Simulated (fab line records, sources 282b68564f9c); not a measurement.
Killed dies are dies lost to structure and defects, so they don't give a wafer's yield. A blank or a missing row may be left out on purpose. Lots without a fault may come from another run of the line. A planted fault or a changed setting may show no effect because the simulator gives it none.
Split-lot experiment | flow rit_cmos | 5 lots, 23 wafers read, on a route of 202 steps

THE SPLIT
At RIT_PLDD_COAT_01 (resist thk 1000 nm), the setting spin_rpm was moved away from the recipe's 3250 rpm on 7 of the 23 wafers read, by +2.2% to +4.9%. The other wafers ran this setting at the recipe's value.

FROM THE SPLIT TO THE READING: what the file shows between them, 3 steps
- RIT_PLDD_SOFTBAKE_02: time 60 s
- RIT_PLDD_EXPOSE_03: exposes mask M8, target cd 40900 nm
- RIT_PLDD_DEVELOP_05: develop time 50 s

THE READING
NOVOLAK_of_PLDD_COAT_01.thk_nm (the simulator's own value, which no gauge read), in nm, at RIT_PLDD_HARDBAKE_07 (time 60 s). The file gives no usual value for it. The 16 wafers here that ran the recipe average 886.6 nm, standard deviation 2.9 nm.

wafer  | tool, chamber at the split | spin_rpm as run, rpm | against the recipe | NOVOLAK_of_PLDD_COAT_01.thk_nm, nm | against lot-mates on the recipe
L074.1 | litho_track-02, 0          | 3250                 | recipe             | 891.4                              | -
L074.2 | litho_track-02, 0          | 3250                 | recipe             | 891.9                              | -
L074.3 | litho_track-02, 0          | 3409                 | +4.9%              | 870.2                              | -19.9
L074.5 | litho_track-02, 0          | 3409                 | +4.9%              | 868.8                              | -21.3
L074.6 | litho_track-02, 0          | 3250                 | recipe             | 886.9                              | -
L079.1 | litho_track-02, 0          | 3250                 | recipe             | 888.8                              | -
L079.2 | litho_track-02, 0          | 3250                 | recipe             | 891                                | -
L079.3 | litho_track-02, 0          | 3343                 | +2.9%              | 874.5                              | -15.1
L079.5 | litho_track-02, 0          | 3343                 | +2.9%              | 874.4                              | -15.2
L079.6 | litho_track-02, 0          | 3250                 | recipe             | 889.1                              | -
L080.1 | litho_track-03, 0          | 3250                 | recipe             | 884.5                              | -
L080.2 | litho_track-03, 0          | 3250                 | recipe             | 883.8                              | -
L080.3 | litho_track-03, 0          | 3250                 | recipe             | 885                                | -
L080.4 | litho_track-03, 0          | 3250                 | recipe             | 882.9                              | -
L080.5 | litho_track-03, 0          | 3250                 | recipe             | 884.3                              | -
L084.1 | litho_track-04, 0          | 3250                 | recipe             | 883.6                              | -
L084.2 | litho_track-04, 0          | 3250                 | recipe             | 884                                | -
L084.3 | litho_track-04, 0          | 3250                 | recipe             | 885.2                              | -
L085.1 | litho_track-04, 0          | 3323                 | +2.2%              | 879.5                              | -7.5
L085.2 | litho_track-04, 0          | 3250                 | recipe             | 887.8                              | -
L085.4 | litho_track-04, 0          | 3250                 | recipe             | 886.2                              | -
L085.5 | litho_track-04, 0          | 3323                 | +2.2%              | 876.1                              | -10.9
L085.6 | litho_track-04, 0          | 3323                 | +2.2%              | 879.4                              | -7.6

THE FIT
A straight line over all 23 wafers: NOVOLAK_of_PLDD_COAT_01.thk_nm changes by -3.68 nm for each +1% of spin_rpm; r = -0.92; the points scatter about the line by 2.7 nm.
The same after taking each lot's own level away (the mean of its wafers on the recipe; 23 wafers): -4.36 nm for each +1%; r = -0.98; scatter 1.6 nm.
On that fit, the largest move of spin_rpm shifts the reading by 21 nm.
The lots' own levels span 884.10 to 890.07 nm, that is 2.1 times the standard deviation above.
So the lot-to-lot level changes the slope: the two fits differ.
Check: with one of the wafers moved furthest among these (+4.9%) left out of the fit, the line predicts -22 nm for it against its lot-mates. It came out at -19.9 nm against them.

OTHER SPLITS ON THESE WAFERS
These wafers also went through other splits before the reading. Each is held against what the fit with the lots' levels taken away leaves over:
other split on the same wafers | wafers away from the commonest value | r with NOVOLAK_of_PLDD_COAT_01.thk_nm (lot level and that fit taken away)
RIT_GATE_EXPOSE_13 dose_mj     | 9                                    | -0.12
RIT_REOX_OXIDATION_03 temp_c   | 5                                    | +0.25

THE WHOLE CHAIN: every reading that the file lists as answering this split, in the file's order
step                 | what it does       | reading                                                                         | change (the file's fit)              | r (the file's)
RIT_PLDD_COAT_01     | resist thk 1000 nm | NOVOLAK_of_PLDD_COAT_01.thk_nm (the simulator's own value, which no gauge read) | -5.03 nm for each +1% of the setting | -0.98
RIT_PLDD_HARDBAKE_07 | time 60 s          | NOVOLAK_of_PLDD_COAT_01.thk_nm (the simulator's own value, which no gauge read) | -4.4 nm for each +1% of the setting  | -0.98

THE FILE'S OWN FIT
NOVOLAK_of_PLDD_COAT_01.thk_nm changes by -4.4 nm for each +1% of spin_rpm, r = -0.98.
